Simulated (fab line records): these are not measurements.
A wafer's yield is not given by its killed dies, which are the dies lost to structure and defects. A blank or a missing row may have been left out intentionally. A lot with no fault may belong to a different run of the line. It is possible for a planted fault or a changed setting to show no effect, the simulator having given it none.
fab line records	flow berkeleyCmos170
record lots=6	wafers=17	lastDay=12
route steps=331 shown V1@263 M2@271 M3@331
lots with no fault: from the same line, run without faults
startH: the number of hours between the record's first day and the start of the first shown wafer of the lot	waitH: hours since the lot's step before	" repeats the value in the row above	L1.1+2: one row covering several wafers at once	- either no value or no given start	* or withheld: withheld	< > ~ a bound
route shown NAME@n: a module of which the file shows steps, and the number in the route of the first	usual: average and standard deviation across the fault-free wafers	same: alike in all rows	chamber/n: place in a boat	sites: each site's reading	_std_site: the values' standard deviation	_edge_site: inner sites' mean taken away from outer sites' mean	radiusMm: how far each site lies from the wafer's centre	mask NAME#n: copy n	behind: tool/chamber where the wafer was last shaped	hold: what put the lot on hold/how long, in hours/how the hold closed	device: the transistor (n, p or np) that didn't switch	end of line: the same wafers' tests at the end of the route	a step without rows: its recipe alone	killed: dies that structure and defects cost at the first sort, which is not the same as the wafer's yield	map: a wafer's dies, x killed, . not, _ none there
set.NAME: the setting the step ran with; set.NAME@STEP: the setting that earlier step ran with	model.NAME: the simulator's own value behind a step, which no gauge read
certain route steps with their lots: each step a table, each wafer a row
services: from which hour (startH, from the record's first day; less than 0 if before it) a tool's chamber was out of use, for how many hours, and why
## steps
# step UCB170_V1_EXPOSE_09
# recipe maskId=VIA1	targetCdNm=700	na=0.5	sigmaOuter=0.6	sourceShape=conventional	doseMj=37
# step UCB170_V1_PEB_10
# recipe pebTempC=130	pebTimeS=withheld	resist=KrF
# step UCB170_V1_DEVELOP_11
# recipe developer=TMAH	developTimeS=45	resist=KrF	devTempC=21
# step UCB170_V1_CD_MEAS_12
# recipe targetCdNm=700
# usual cdNm=699.5/1.6
lot.wafer	tool	chamber	startH	waitH	cdNm
L114.2	cdSem-02	-	188.77	-	698.8
L114.3	"	-	"	"	699.0
L114.6	"	-	"	"	698.8
L119.2	cdSem-01	-	210.36	-	696.0
L119.3	"	-	"	"	696.5
L119.6	"	-	"	"	694.8
L123.3	cdSem-02	-	228.94	-	699.5
L123.4	"	-	"	"	697.6
L123.5	"	-	"	"	699.1
L124.4	cdSem-01	-	229.26	-	700.6
L124.6	"	-	"	"	699.2
L126.2	cdSem-02	-	240.10	-	700.9
L126.5	"	-	"	"	701.3
L126.6	"	-	"	"	700.6
L132.1	cdSem-01	-	272.26	-	700.6
L132.2	"	-	"	"	701.5
L132.3	"	-	"	"	699.9
# step UCB170_V1_OVL_MEAS_13
# usual V1_OVL=-2/4
lot.wafer	tool	chamber	startH	waitH	V1_OVL[nm]
L114.2	overlay-01	-	188.88	0.1	-4
L114.3	"	-	"	"	5
L114.6	"	-	"	"	2
L119.2	overlay-02	-	210.47	0.1	-10
L119.3	"	-	"	"	-2
L119.6	"	-	"	"	-9
L123.3	overlay-01	-	229.04	0.1	4
L123.4	"	-	"	"	-6
L123.5	"	-	"	"	0
L124.4	overlay-02	-	229.34	0.1	-1
L124.6	"	-	"	"	-3
L126.2	overlay-01	-	240.21	0.1	-4
L126.5	"	-	"	"	6
L126.6	"	-	"	"	1
L132.1	overlay-01	-	272.38	0.1	5
L132.2	"	-	"	"	-4
L132.3	"	-	"	"	2
# step UCB170_V1_ETCH_14
# recipe chemistry=CHF3/CF4/Ar	target=SiO2	stopOn=Al	CHF3_flow_sccm=45	cf4FlowSccm=15	Ar_flow_sccm=150	pressureMtorr=200	rfW=700	targetDepthA=12500	overEtchFrac=0.25	timeS=291
# usual drypumpMotorCurrentA=5.8/0.35	oesProductAu=0.875/0.011	throttleValvePct=6.96/0.14
lot.wafer	tool	chamber	startH	waitH	drypumpMotorCurrentA	oesProductAu	rfHoursCounterH	throttleValvePct
L114.2	rieDiel-03	0	188.91	0.0	5.7	0.875	19	6.81
L114.3	"	2	"	"	5.9	0.870	11	6.83
L114.6	"	3	"	"	5.7	0.883	-	7.15
L119.2	rieDiel-03	2	210.50	0.0	5.9	0.870	12	6.84
L119.3	"	3	"	"	5.8	0.883	130	7.15
L119.6	"	2	"	"	5.9	0.879	-	6.85
L123.3	rieDiel-04	1	229.06	0.0	5.2	0.879	32	6.73
L123.4	"	3	"	"	6.0	0.885	142	6.91
L123.5	"	0	"	"	6.1	0.865	-	6.75
L124.4	rieDiel-01	3	229.36	0.0	5.9	0.884	97	6.94
L124.6	"	2	"	"	5.8	0.866	-	7.13
L126.2	rieDiel-04	3	240.24	0.0	5.9	0.882	142	6.92
L126.5	"	3	"	"	6.0	0.890	-	6.92
L126.6	"	2	"	"	5.8	0.862	-	7.07
L132.1	rieDiel-03	2	272.41	0.0	5.9	0.872	15	6.85
L132.2	"	0	"	"	5.7	0.868	23	6.80
L132.3	"	1	"	"	6.2	0.902	4	6.95
# step UCB170_V1_STRIP_15
# recipe chemistry=O2	powerW=400	pressureMtorr=3500	platenTempC=withheld	o2FlowSccm=400	overashFraction=0.5
# usual drypumpMotorCurrentA=5.4/0.31	oesProductAu=0.721/0.0047	stripTimeToEndpointS=15.36/0.12
lot.wafer	tool	chamber	startH	waitH	drypumpMotorCurrentA	oesProductAu	rfHoursCounterH	stripTimeToEndpointS
L114.2	plasmaAsher-03	1	189.09	0.1	5.2	0.716	48	15.34
L114.3	"	1	"	"	5.3	0.721	-	15.37
L114.6	"	0	"	"	5.4	0.715	-	15.50
L119.2	plasmaAsher-03	1	210.67	0.1	5.3	0.719	50	15.52
L119.3	"	0	"	"	5.4	0.720	-	15.56
L119.6	"	1	"	"	5.3	0.715	-	15.55
L123.3	plasmaAsher-04	0	229.27	0.1	4.7	0.723	-	15.38
L123.4	"	1	"	"	5.5	0.728	-	15.12
L123.5	"	0	"	"	4.7	0.717	-	15.59
L124.4	plasmaAsher-03	0	229.57	0.1	5.4	0.717	-	15.49
L124.6	"	1	"	"	5.3	0.726	-	15.43
L126.2	plasmaAsher-01	0	240.42	0.1	5.3	0.727	14	15.20
L126.5	"	0	"	"	5.2	0.718	-	15.26
L126.6	"	1	"	"	5.9	0.721	-	15.46
L132.1	plasmaAsher-03	0	272.59	0.1	5.4	0.717	57	15.40
L132.2	"	1	"	"	5.2	0.719	57	15.36
L132.3	"	0	"	"	5.4	0.716	-	15.43
# step UCB170_V1_CD_MEAS_90
# recipe targetCdNm=700
# usual cdNm=699.4/1.7
lot.wafer	tool	chamber	startH	waitH	cdNm
L114.2	cdSem-01	-	189.21	0.1	699.6
L114.3	"	-	"	"	699.0
L114.6	"	-	"	"	698.7
L119.2	cdSem-01	-	210.84	0.1	695.5
L119.3	"	-	"	"	696.4
L119.6	"	-	"	"	693.9
L123.3	cdSem-01	-	229.38	0.1	699.2
L123.4	"	-	"	"	698.6
L123.5	"	-	"	"	699.8
L124.4	cdSem-02	-	229.70	0.1	700.9
L124.6	"	-	"	"	699.8
L126.2	cdSem-02	-	240.54	0.1	700.3
L126.5	"	-	"	"	700.4
L126.6	"	-	"	"	698.9
L132.1	cdSem-02	-	272.69	0.1	699.9
L132.2	"	-	"	"	701.8
L132.3	"	-	"	"	700.7
# step UCB170_M2_PRE_CLEAN_00
# recipe gas=Ar	precleanEtchTimeS=60
# step UCB170_M2_SPUTTER_01
# recipe material=Al	targetThkNm=900	timeS=120	powerW=6000	chamberPressurePa=0.5
# usual cathodeDcPowerW=5999.9/1.1	throttleValvePct=29.7/1.1
lot.wafer	tool	chamber	startH	waitH	cathodeDcPowerW	throttleValvePct
L114.2	pvdSputter-04	-	189.37	0.0	5996.8	29.0
L114.3	"	-	"	"	5999.9	29.4
L114.6	"	-	"	"	5999.6	31.6
L119.2	pvdSputter-02	-	211.01	0.0	5998.3	30.5
L119.3	"	-	"	"	6002.6	31.2
L119.6	"	-	"	"	6000.2	30.6
L123.3	pvdSputter-02	-	229.53	0.0	5999.0	31.0
L123.4	"	-	"	"	6000.0	30.2
L123.5	"	-	"	"	6000.6	29.3
L124.4	pvdSputter-03	-	229.83	0.0	5999.0	28.3
L124.6	"	-	"	"	6001.8	27.8
L126.2	pvdSputter-04	-	240.70	0.0	6000.8	29.1
L126.5	"	-	"	"	6001.7	29.1
L126.6	"	-	"	"	5999.2	29.4
L132.1	pvdSputter-02	-	272.88	0.0	5998.5	29.3
L132.2	"	-	"	"	5998.9	30.2
L132.3	"	-	"	"	6000.5	30.7
# step UCB170_M2_RS_MEAS_02
# recipe thkMeasGauge=four-point-probe	reads=Al_of_M2_SPUTTER_01
# usual M2_AL_RS=0.0323/0.00036
lot.wafer	tool	chamber	startH	waitH	M2_AL_RS[ohm/sq]
L114.2	filmMetro-04	-	189.48	0.1	0.0320
L114.3	"	-	"	"	0.0324
L114.6	"	-	"	"	0.0322
L119.2	filmMetro-04	-	211.11	0.1	0.0322
L119.3	"	-	"	"	0.0324
L119.6	"	-	"	"	0.0321
L123.3	filmMetro-01	-	229.65	0.1	0.0320
L123.4	"	-	"	"	0.0320
L123.5	"	-	"	"	0.0321
L124.4	filmMetro-04	-	229.97	0.1	0.0323
L124.6	"	-	"	"	0.0325
L126.2	filmMetro-04	-	240.81	0.1	0.0319
L126.5	"	-	"	"	0.0325
L126.6	"	-	"	"	0.0323
L132.1	filmMetro-01	-	272.96	0.0	0.0322
L132.2	"	-	"	"	0.0324
L132.3	"	-	"	"	0.0322
# step UCB170_M2_THK_MEAS_03
# recipe thkMeasGauge=xrf	reads=Al_of_M2_SPUTTER_01
# usual M2_AL_THK=892/10
lot.wafer	tool	chamber	startH	waitH	M2_AL_THK[nm]
L114.2	filmMetro-04	-	189.59	0.1	909
L114.3	"	-	"	"	900
L114.6	"	-	"	"	904
L119.2	filmMetro-04	-	211.22	0.1	893
L119.3	"	-	"	"	884
L119.6	"	-	"	"	902
L123.3	filmMetro-01	-	229.75	0.1	904
L123.4	"	-	"	"	903
L123.5	"	-	"	"	899
L124.4	filmMetro-04	-	230.06	0.1	896
L124.6	"	-	"	"	890
L126.2	filmMetro-04	-	240.92	0.1	900
L126.5	"	-	"	"	887
L126.6	"	-	"	"	891
L132.1	filmMetro-01	-	273.08	0.1	887
L132.2	"	-	"	"	881
L132.3	"	-	"	"	884
# step UCB170_M2_HMDS_04
# recipe primeTimeS=60	primeTempC=100
# usual primeTempC=99.96/0.13
lot.wafer	tool	chamber	startH	waitH	primeTempC
L114.2	lithoTrack-02	0	190.02	0.4	99.89
L114.3	"	0	"	"	99.93
L114.6	"	0	"	"	99.95
L119.2	lithoTrack-04	0	211.30	0.1	99.95
L119.3	"	0	"	"	99.76
L119.6	"	0	"	"	99.89
L123.3	lithoTrack-02	0	229.84	0.1	100.90
L123.4	"	0	"	"	100.86
L123.5	"	0	"	"	100.93
L124.4	lithoTrack-02	0	230.31	0.2	101.09
L124.6	"	0	"	"	100.90
L126.2	lithoTrack-04	0	241.04	0.1	100.03
L126.5	"	0	"	"	100.08
L126.6	"	0	"	"	100.06
L132.1	lithoTrack-01	0	273.14	0.1	100.16
L132.2	"	0	"	"	100.07
L132.3	"	0	"	"	99.92
# step UCB170_M2_COAT_05
# recipe resist=KrF	spinRpm=1500	resistThkNm=900
# step UCB170_M3_PROBE_99
lot.wafer	tool	chamber	startH	waitH	model.etest.nwellPinched.rsOhmSq	model.etest.nwell.widthNm	model.etest.nwell.rsOhmSq	model.etest.fieldPMetal.vtV	model.etest.isoPplusPwell.bvV	model.etest.fieldP.vtV	model.etest.vpnp.gain	model.etest.diodePplusNwell.bvV
L114.2	prober-02	-	199.09	0.1	1283	2376	859.3	-59.12	23.61	-21.65	11.72	10.76
L114.3	prober-02	-	199.14	0.2	1301	2371	862.4	-59.4	23.15	-21.67	11.69	10.78
L114.6	prober-02	-	199.29	0.2	1295	2374	860.5	-60.15	22.26	-21.25	11.73	10.89
L119.2	prober-02	-	220.36	0.1	1284	2366	856.4	-59.95	23.51	-21.76	11.47	10.8
L119.3	prober-02	-	220.41	0.2	1287	2361	860.8	-59.86	23.11	-21.59	11.43	10.75
L119.6	prober-02	-	220.56	0.2	1290	2360	868.5	-59.49	22.76	-21.26	11.65	10.74
L123.3	prober-02	-	238.57	0.2	1387	2458	888.4	-62.68	26.49	-23.15	11.75	10.26
L123.4	prober-02	-	238.62	0.2	1372	2448	882.1	-64.12	26.41	-23.43	11.75	10.09
L123.5	prober-02	-	238.67	0.2	1382	2456	891.2	-63.94	26.84	-24.08	11.82	10.32
L124.4	prober-01	-	238.86	0.2	1391	2452	885.8	-64.56	26.2	-22.82	12.18	10.22
L124.6	prober-01	-	238.96	0.2	1379	2446	878.7	-64.02	26.1	-22.84	12.03	10.38
L126.2	prober-02	-	248.93	0.1	1294	2378	864.2	-60.16	24.27	-22.16	11.19	10.81
L126.5	prober-02	-	249.08	0.2	1279	2358	859.1	-60.62	24.69	-22.49	11.27	10.56
L126.6	prober-02	-	249.13	0.2	1279	2369	864.9	-61.23	24.77	-22.3	11.26	10.7
L132.1	prober-01	-	281.05	0.1	1274	2368	860.1	-60.58	24.52	-21.84	11.35	10.76
L132.2	prober-01	-	281.10	0.1	1274	2365	859.3	-59.9	23.59	-21.18	11.16	10.69
L132.3	prober-01	-	281.15	0.2	1276	2377	857.2	-61.29	24.67	-21.98	11.26	10.71
# killed by level:class
L114.2 FIELD:geometricParticle:open=1 GATE:geometricParticle:short=1 GATE:geometricParticle:open=1 SPACER:geometricParticle:short=1 SILICIDE:geometricParticle:open=1
L114.3 SPACER:geometricParticle:short=1 M1:geometricParticle:short=1 M2:geometricParticle:open=1
L114.6 NWELL:areaEtch=2 SCREENOX:geometricParticle:open=1 SILICIDE:geometricParticle:open=1 V2:geometricParticle:open=1
L119.2 WELLDRIVE:geometricParticle:short=1 M1:geometricParticle:open=1
L119.3 V1:geometricParticle:short=2 START:geometricParticle:open=1 GATE:geometricParticle:open=1 ACTIVE:areaEtch=1
L119.6 WELLDRIVE:geometricParticle:short=1 M1:geometricParticle:short=1 M3:geometricParticle:short=1
L126.2 NWELL:areaEtch=3 SCREENOX:geometricParticle:short=1 SILICIDE:geometricParticle:short=1 M2:geometricParticle:short=1 V2:geometricParticle:short=1
L126.6 SACOX:geometricParticle:short=1 SPACER:geometricParticle:short=1
L132.1 GATE:geometricParticle:open=1 SPACER:geometricParticle:open=1
L132.2 GATE:geometricParticle:open=1 SPACER:geometricParticle:short=1 M1:geometricParticle:short=1
L132.3 M2:geometricParticle:short=2 FIELD:geometricParticle:open=1 SACOX:geometricParticle:short=1 V1:geometricParticle:open=1
## services
tool	chamber	startH	hours	kind
plasmaAsher-01	-	169.14	2.3	repair
rieDiel-04	0	177.81	-	clean
rieDiel-04	0	177.81	28.8	scheduledDown
rieDiel-04	0	177.81	28.8	ventCycle
rieDiel-04	2	193.88	7.4	repair
rieDiel-03	1	194.97	-	clean
rieDiel-03	1	194.97	15.1	scheduledDown
rieDiel-03	1	194.97	15.1	ventCycle
plasmaAsher-03	-	199.18	10.5	repair
pvdSputter-03	-	203.86	1.3	repair
pvdSputter-02	3	204.91	-	consumableReplace:kit
pvdSputter-02	3	204.91	18.0	scheduledDown
pvdSputter-02	3	204.91	18.0	ventCycle
plasmaAsher-04	-	231.83	1.4	repair
rieDiel-04	3	241.76	-	clean
rieDiel-04	3	241.76	18.6	scheduledDown
rieDiel-04	3	241.76	18.6	ventCycle
plasmaAsher-03	-	244.97	2.8	pm
pvdSputter-02	-	255.62	5.3	repair
plasmaAsher-03	-	262.28	1.5	repair
## key
firstSign step=UCB170_M2_HMDS_04	reading=primeTempC	direction=up	sigmas=7.6	usual=*	struck=*
effect none on later readings
modelEffect step=UCB170_M3_PROBE_99	value=etest.nwellPinched.rsOhmSq	without=1276	struck=1382
metAt UCB170_M2_HMDS_04
struckWafers L123.3,L123.4,L123.5,L124.4,L124.6
sortLeftOut L123.3,L123.4,L123.5,L124.4,L124.6
testerLeftOut L123,L124
onsetBetween 190.02 229.84
earlierFault kind=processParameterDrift	tool=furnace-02	chamber=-	onsetH=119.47	steps=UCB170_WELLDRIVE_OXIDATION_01	channel=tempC	offset=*	shape=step	endH=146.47	actsIn=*	stated=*
fault kind=processParameterDrift	tool=lithoTrack-02	chamber=-	onsetH=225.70	steps=UCB170_M2_HMDS_04	channel=primeTempC	offset=*	shape=step	actsIn=*	stated=*
# testerLeftOut: of these lots the tester's yield and bins aren't shown, on N5 and GAA mostly nor the transistor test; their killed dies are dies lost to structure and defects alone, not to doping, threshold or leakage, so they don't give the yield
# sortLeftOut: the simulated sort isn't trusted on such a fault, so these wafers' sort isn't shown, and their yield isn't known
